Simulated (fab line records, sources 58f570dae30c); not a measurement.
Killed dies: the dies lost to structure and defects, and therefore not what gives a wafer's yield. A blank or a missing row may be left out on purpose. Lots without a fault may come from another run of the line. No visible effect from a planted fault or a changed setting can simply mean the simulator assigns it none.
Which tool is to blame? ; flow berkeley-cmos170 ; 13 lots, 39 wafers sampled, at 3 steps of a route of 331

WHAT EACH GAUGE READ, for each wafer
UCB170_M3_RS_MEAS_02: uses a four-point probe to measure. Usual: M3_AL_RS gives 0.032 ohm/sq (standard deviation 0.00029).
lot;measured;on;M3_AL_RS (ohm/sq);flag
L798;day 8 05:04;film-metro-02;0.03227 0.0324 0.03232;
L800;day 8 06:01;film-metro-01;0.03214 0.03196 0.03239;
L803;day 8 14:44;film-metro-04;0.03171 0.03183 0.03191;
L802;day 8 15:35;film-metro-01;0.0318 0.03176 0.03176;
L804;day 9 07:52;film-metro-04;0.03214 0.03171 0.03168;
L805;day 9 08:28;film-metro-04;0.03202 0.03196 0.03218;
L807;day 10 01:26;film-metro-04;0.03238 0.03174 0.03172;
L810;day 10 10:31;film-metro-01;0.03219 0.03234 0.03217;
L809;day 10 11:04;film-metro-02;0.03231 0.0326 0.03243;
L808;day 10 11:26;film-metro-02;0.03244 0.03202 0.03208;
L813;day 10 23:21;film-metro-01;0.03208 0.03211 0.03214;
L812;day 11 06:27;film-metro-04;0.03264 0.03253 0.03247;
L817;day 11 08:29;film-metro-04;0.03112 0.0316 0.02956 0.03109 0.03154 0.02955;OFF

UCB170_M3_THK_MEAS_03: measures by xrf. Usual: M3_AL_THK gives 892 nm (standard deviation 11).
lot;measured;on;M3_AL_THK (nm);flag
L798;day 8 05:11;film-metro-02;876 882 883;
L800;day 8 06:07;film-metro-01;891 893 881;
L803;day 8 14:50;film-metro-04;901 901 898;
L802;day 8 15:43;film-metro-01;898 900 901;
L804;day 9 07:58;film-metro-04;900 905 908;
L805;day 9 08:34;film-metro-04;892 899 888;
L807;day 10 01:32;film-metro-04;888 899 898;
L810;day 10 10:37;film-metro-01;888 884 888;
L809;day 10 11:09;film-metro-02;874 870 873;
L808;day 10 11:33;film-metro-02;873 879 886;
L813;day 10 23:28;film-metro-01;893 889 887;
L812;day 11 06:34;film-metro-04;882 881 880;
L817;day 11 14:08;film-metro-04;921 913 973 919 905 974;OFF

EACH LOT AND THE TOOL THAT RAN IT (in order: tool; ch and the chambers of the sampled wafers; start)
lot;UCB170_M3_SPUTTER_01
L798;pvd-sputter-01, day 8 04:58
L800;pvd-sputter-01, day 8 05:53
L803;pvd-sputter-04, day 8 14:38
L802;pvd-sputter-03, day 8 15:30
L804;pvd-sputter-04, day 9 07:44
L805;pvd-sputter-03, day 9 08:20
L807;pvd-sputter-04, day 10 01:19
L810;pvd-sputter-04, day 10 10:20
L809;pvd-sputter-01, day 10 10:50
L808;pvd-sputter-04, day 10 11:20
L813;pvd-sputter-04, day 10 23:16
L812;pvd-sputter-01, day 11 06:22
L817;pvd-sputter-04, day 11 08:24
- UCB170_M3_SPUTTER_01: material Al, target thk 900 nm, time 120 s.

WHAT THE TOOLS THEMSELVES READ (means of the sampled wafers that have a number; where no wafer has one, the mark that the record gives instead)
UCB170_M3_SPUTTER_01. Usual: 30.0 % for throttle-valve-pct, sd 0.9.
lot;tool;throttle-valve-pct (%);flag
L798;pvd-sputter-01;30.1;
L800;pvd-sputter-01;30.0;
L803;pvd-sputter-04;30.3;
L802;pvd-sputter-03;29.3;
L804;pvd-sputter-04;29.8;
L805;pvd-sputter-03;29.2;
L807;pvd-sputter-04;29.7;
L810;pvd-sputter-04;30.6;
L809;pvd-sputter-01;29.3;
L808;pvd-sputter-04;29.8;
L813;pvd-sputter-04;30.3;
L812;pvd-sputter-01;30.6;
L817;pvd-sputter-04;30.2;

THE ANSWER, worked out from the rows above alone
Rule: lot off if the mean of its wafers having a number is beyond 3 standard deviations from the usual mean. A lot without any number at a reading at which 4 lots or more have one is off too. The other lots that the step has rows for count as sound. Order of review: gauges by route order, followed by the tools' own readings, for which a lot's mean as printed above is used. At the first step where some lot is off, the reading lying furthest off is the one used; lots without a number count as furthest.
Off: at UCB170_M3_RS_MEAS_02 (M3_AL_RS), L817.
A tool fits if, at a process step before that reading, it ran every lot that is off, and no sound lot after the first of them. Gauges at UCB170_M3_RS_MEAS_02: tried the same way as those tools. Can't be told from this: 2 tools fit, pvd-sputter-04 at UCB170_M3_SPUTTER_01, film-metro-04 at UCB170_M3_RS_MEAS_02.

WHAT WAS PUT IN BY THE SIMULATOR
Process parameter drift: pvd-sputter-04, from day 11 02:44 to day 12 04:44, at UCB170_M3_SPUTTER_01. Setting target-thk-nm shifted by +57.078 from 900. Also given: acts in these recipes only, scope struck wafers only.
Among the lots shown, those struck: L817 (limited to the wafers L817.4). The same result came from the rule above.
